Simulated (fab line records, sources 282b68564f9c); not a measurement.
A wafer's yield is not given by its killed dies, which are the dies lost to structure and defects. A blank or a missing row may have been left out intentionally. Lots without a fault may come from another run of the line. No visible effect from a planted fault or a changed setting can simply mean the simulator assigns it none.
2 desks looking at one fault + flow ritCmos + each desk has only its own numbers; what lay behind them comes last

== FOR THE TOOL OWNER'S DESK: pecvd-04 ==
The tool's own readings at RIT_CONTACT_CVD_00 (deposits SiO2 from TEOS, target thk 400 nm, time 61 s): means of the sampled wafers that have a number, for each lot that ran on this tool. Marked OUT: a lot whose mean sits more than 4 standard deviations from the usual mean, which makes it out of limits; the brackets give that distance.
Columns: A = heaterPowerW at RIT_CONTACT_CVD_00, usual 327 W
| lot  | first seen here | A   |
|------|-----------------|-----|
| L716 | day 3 05:23     | 361 |
| L719 | day 4 01:33     | 386 |
| L722 | day 4 14:19     | 337 |
| L728 | day 5 18:50     | 359 |
| L731 | day 6 11:05     | 366 |
This desk found nothing out of limits on any of the 5 lots.

== AT THE METROLOGY DESK ==
Lot by lot, what the gauges showed, no matter which tool ran the lot: averages of those sampled wafers that carry a number. Marked OUT: a lot whose mean sits more than 4 standard deviations from the usual mean, which makes it out of limits; the brackets give that distance.
Columns: A = CONTACT_TEOS_THK at RIT_CONTACT_THK_MEAS_01, usual 399 nm
| lot  | first seen here | A             |
|------|-----------------|---------------|
| L716 | day 3 05:26     | 405           |
| L717 | day 3 13:42     | 395           |
| L718 | day 3 19:00     | 396           |
| L719 | day 4 01:36     | 398           |
| L720 | day 4 05:46     | 397           |
| L722 | day 4 14:23     | 401           |
| L723 | day 4 19:31     | 404           |
| L728 | day 5 18:53     | 453 (+11) OUT |
| L731 | day 6 11:08     | 455 (+11) OUT |
| L732 | day 6 13:04     | 397           |
| L733 | day 6 20:39     | 397           |
| L735 | day 7 07:02     | 392           |
| L738 | day 7 21:09     | 394           |
| L739 | day 7 23:58     | 400           |
This desk's finding: out of limits on L728, L731; first on L728, day 5 18:53 (CONTACT_TEOS_THK at RIT_CONTACT_THK_MEAS_01). L716, L717, L718, L719, L720, L722, L723, L732, L733, L735, L738, L739: within limits.

== TAKEN TOGETHER ==
An alarm was possible from the metrology desk at day 5 18:53, on L728, L731.
The tool owner's desk saw nothing out of limits.
On record at the tool owner's desk: L728, L731, within its limits.
All the named lots went through RIT_CONTACT_CVD_00 on pecvd-04.

== WHAT THE SIMULATOR HAD PUT IN ==
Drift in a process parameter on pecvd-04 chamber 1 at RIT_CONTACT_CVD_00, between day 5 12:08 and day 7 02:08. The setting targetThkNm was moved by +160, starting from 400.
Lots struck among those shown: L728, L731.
Hours from the fault's start to each desk's first reading out of limits: the metrology desk, 7.
